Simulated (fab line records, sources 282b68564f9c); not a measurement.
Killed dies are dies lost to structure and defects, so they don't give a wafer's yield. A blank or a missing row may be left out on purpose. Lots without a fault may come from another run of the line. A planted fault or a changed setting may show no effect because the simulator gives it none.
Which tool did it? | flow rit_cmos | 7 lots, 21 wafers sampled, at 1 step of a route of 202

WHAT THE GAUGES READ, wafer by wafer
RIT_NSD_OVL_MEAS_06.
lot  | measured    | on         | NSD_OVL (nm)
L952 | day 3 14:21 | overlay-01 | 0.7 0.2 0.8
L954 | day 4 03:46 | overlay-02 | -1.7 -1.7 -1.5
L957 | day 4 10:21 | overlay-02 | -0.9 0.3 -0.8
L959 | day 5 01:12 | overlay-02 | -2.0 -0.1 -0.7
L963 | day 5 16:14 | overlay-01 | -1.6 -2.7 -1.5
L970 | day 7 04:28 | overlay-01 | 0.8 -0.7 1.1
L973 | day 7 19:13 | overlay-01 | 0.5 1.5 1.1

WHICH TOOL RAN EACH LOT (tool, then ch and the chambers of the sampled wafers, then the start)
The record holds no process step before these readings.

THE ANSWER, worked out from the rows above alone
Rule: what is usual is taken from the lots themselves. Put in order of their means at a reading, lots are off if they are a third of the lots or fewer, leave a main group of 4 or more, and stand apart from it by a gap of 3 or more times the standard deviation of the main group's means; of several such gaps the widest counts. A main group whose means are all the same, to the digits that the tables above print for the reading, isn't used. A lot without any number at a reading at which 4 lots or more have one is off too. The other lots that the step has rows for count as sound.
No lot is off at any reading shown: from this, nothing can be told.

WHAT THE SIMULATOR HAD PUT IN
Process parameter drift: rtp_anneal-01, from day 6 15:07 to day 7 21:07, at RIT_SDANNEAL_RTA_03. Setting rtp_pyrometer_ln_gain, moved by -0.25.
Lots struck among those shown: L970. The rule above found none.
